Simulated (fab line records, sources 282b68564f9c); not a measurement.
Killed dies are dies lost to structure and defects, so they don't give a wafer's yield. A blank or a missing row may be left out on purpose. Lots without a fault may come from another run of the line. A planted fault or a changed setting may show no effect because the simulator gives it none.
fab line records | flow rit_cmos
record lots=14 wafers=42 last_day=7
route steps=202 shown GATE@81 M1@202
lots that met no fault: from a run of the same line without faults
start_h: hours from the record's first day to the start of the lot's first wafer shown | wait_h: hours since the lot's step before | " the same as in the row above | L1.1+2: a row that stands for several wafers | - no value, or no start given | * or withheld: withheld | < > ~ a bound
route shown NAME@n: a module of which the file shows steps, and the number in the route of the first | usual: mean/standard deviation of fault-free wafers | same: alike in all rows | chamber/n: place in a boat | sites: the reading at each site | _std_site: their standard deviation | _edge_site: outer sites' mean less inner sites' | radius_mm: how far each site lies from the wafer's centre | mask NAME#n: copy n | behind: the tool/chamber that last shaped the wafer | hold: why the lot was held/for how many hours/how that ended | device: the transistor (n, p or np) that didn't switch | end of line: the same wafers' tests at the end of the route | a step without rows: its recipe alone | killed: dies lost to structure and defects at the first sort, not the wafer's yield | map: a wafer's dies, x killed, . not, _ none there
set.NAME: the setting as run; set.NAME@STEP: as run at that earlier step | model.NAME: the simulator's own value behind a step, which no gauge read
steps of the route over a sample of lots; a table a step, a row a wafer
services: from which hour (start_h, from the record's first day; less than 0 if before it) a tool's chamber was out of use, for how many hours, and why
## steps
# step RIT_GATE_OXIDATION_05
# recipe temp_c=900 ambient=O2 target_thk_a=30 ox_time_s=270
# usual ox_temp_c=900.0/0.42 zone_power_centre_pct=40.0/2.3
# same ox_time_s=270
# columns lot.wafer tool chamber start_h wait_h ox_temp_c zone_power_centre_pct
L390.2 furnace-04 0 43.37 1.0 900.1 38.2
L390.4 " 0 " " 900.3 38.1
L390.6 " 0 " " 900.3 37.4
L391.1 furnace-04 0 47.07 0.6 900.4 37.7
L391.3 " 0 " " 900.1 37.5
L391.6 " 0 " " 900.2 38.3
L394.1 furnace-04 0 60.53 1.3 900.1 37.9
L394.2 " 0 " " 899.8 38.0
L394.4 " 0 " " 899.7 38.0
L395.2 furnace-03 0 66.95 5.1 900.0 42.4
L395.4 " 0 " " 900.0 43.0
L395.6 " 0 " " 900.6 43.5
L396.2 furnace-04 0 73.35 0.9 900.0 37.2
L396.3 " 0 " " 900.6 38.4
L396.4 " 0 " " 900.5 37.9
L397.3 furnace-01 0 80.63 1.0 899.6 39.4
L397.4 " 0 " " 899.6 38.6
L397.5 " 0 " " 899.7 38.7
L398.3 furnace-04 0 89.92 2.7 899.6 37.9
L398.4 " 0 " " 900.0 37.9
L398.6 " 0 " " 900.3 38.2
L403.2 furnace-04 0 107.05 0.7 899.6 37.1
L403.3 " 0 " " 900.1 38.1
L403.5 " 0 " " 899.6 37.6
L404.1 furnace-01 0 110.54 0.1 899.6 38.5
L404.3 " 0 " " 898.7 39.1
L404.4 " 0 " " 899.5 38.7
L406.3 furnace-01 0 121.18 0.0 899.2 38.1
L406.4 " 0 " " 899.5 37.3
L406.5 " 0 " " 899.5 38.4
L408.1 furnace-01 0 131.04 2.5 899.3 39.1
L408.2 " 0 " " 899.7 38.9
L408.3 " 0 " " 899.5 39.4
L409.1 furnace-03 0 136.19 1.3 900.2 43.4
L409.2 " 0 " " 899.8 42.0
L409.6 " 0 " " 900.0 43.1
L410.1 furnace-03 0 144.56 3.6 900.0 43.6
L410.3 " 0 " " 899.9 42.8
L410.5 " 0 " " 900.6 42.3
L411.1 furnace-03 0 149.75 3.1 899.2 43.2
L411.2 " 0 " " 899.6 42.5
L411.4 " 0 " " 899.8 43.3
# step RIT_GATE_THK_MEAS_07
# recipe reads=SiO2_of_GATE_OXIDATION_05
# usual GATE_OXIDE_THK=2.98/0.059
# columns lot.wafer tool chamber start_h wait_h GATE_OXIDE_THK[nm]
L390.2 film_metro-04 - 45.20 0.0 2.99
L390.4 " - " " 3.02
L390.6 " - " " 3.00
L391.1 film_metro-02 - 48.40 0.0 2.98
L391.3 " - " " 2.90
L391.6 " - " " 2.91
L394.1 film_metro-03 - 66.95 0.0 2.93
L394.2 " - " " 2.95
L394.4 " - " " 2.91
L395.2 film_metro-03 - 71.43 0.0 2.93
L395.4 " - " " 2.92
L395.6 " - " " 2.99
L396.2 film_metro-04 - 74.69 0.0 2.91
L396.3 " - " " 2.99
L396.4 " - " " 2.98
L397.3 film_metro-03 - 82.42 0.0 2.95
L397.4 " - " " 3.01
L397.5 " - " " 2.94
L398.3 film_metro-03 - 92.88 0.0 3.31
L398.4 " - " " 3.32
L398.6 " - " " 3.37
L403.2 film_metro-04 - 108.39 0.0 3.30
L403.3 " - " " 3.37
L403.5 " - " " 3.52
L404.1 film_metro-02 - 111.86 0.0 2.97
L404.3 " - " " 2.99
L404.4 " - " " 3.01
L406.3 film_metro-04 - 122.53 0.0 2.93
L406.4 " - " " 2.99
L406.5 " - " " 2.94
L408.1 film_metro-02 - 134.29 0.0 2.91
L408.2 " - " " 2.91
L408.3 " - " " 2.96
L409.1 film_metro-03 - 137.51 0.0 3.04
L409.2 " - " " 2.95
L409.6 " - " " 2.99
L410.1 film_metro-04 - 149.75 0.0 3.09
L410.3 " - " " 3.04
L410.5 " - " " 3.02
L411.1 film_metro-04 - 154.47 0.0 2.99
L411.2 " - " " 3.02
L411.4 " - " " 3.03
# step RIT_M1_PROBE_99
# usual killed_at_contacts=0.1/0.32 killed_at_front_end=6/3.1 killed_dies=7/3.2 killed_open=3.1/1.9 killed_short=3.5/2.2
# same gross_dies=264 killed_at_M0_to_M3=0 killed_at_M4_up=0 killed_at_back_side=0 killed_at_other=0
# columns lot.wafer tool chamber start_h wait_h killed_at_contacts killed_at_front_end killed_dies killed_open killed_short
L409.1 prober-02 - 164.82 0.1 0 9 9 5 4
L409.2 prober-02 - 164.87 0.1 1 10 11 6 5
L409.6 prober-02 - 165.07 0.2 0 10 10 3 7
# killed by level:class
L409.1 GATE:geometric_particle:short=2 GATE:geometric_particle:open=2 SPACER:geometric_particle:open=2 FOX1:geometric_particle:short=1 FOX1:geometric_particle:open=1 SILICIDE:geometric_particle:short=1
L409.2 GATE:geometric_particle:open=3 SPACER:geometric_particle:short=2 SILICIDE:geometric_particle:short=2 FOX1:geometric_particle:open=1 GATE:geometric_particle:short=1 SILICIDE:geometric_particle:open=1 CONTACT:geometric_particle:open=1
L409.6 GATE:geometric_particle:short=4 GATE:geometric_particle:open=1 REOX:geometric_particle:short=1 REOX:geometric_particle:open=1 SPACER:geometric_particle:short=1 SPACER:geometric_particle:open=1 SILICIDE:geometric_particle:short=1
## services
# columns tool chamber start_h hours kind
furnace-03 - 21.02 3.6 pm
furnace-01 - 27.24 2.7 pm
furnace-04 - 124.44 4.2 pm
furnace-04 - 136.92 18.3 pm
## key
first_sign step=RIT_GATE_THK_MEAS_07 reading=GATE_OXIDE_THK direction=up sigmas=6.6 usual=2.98 struck=3.36
effect none on later readings
met_at RIT_GATE_OXIDATION_05
struck_lots L398,L403
tester_left_out L398,L403
onset_between 73.35 89.92
fault kind=process_parameter_drift tool=furnace-04 chamber=- onset_h=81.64 steps=RIT_GATE_OXIDATION_05 channel=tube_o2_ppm offset=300 shape=step end_h=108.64
# tester_left_out: of these lots the tester's yield and bins aren't shown, on N5 and GAA mostly nor the transistor test; their killed dies are dies lost to structure and defects alone, not to doping, threshold or leakage, so they don't give the yield
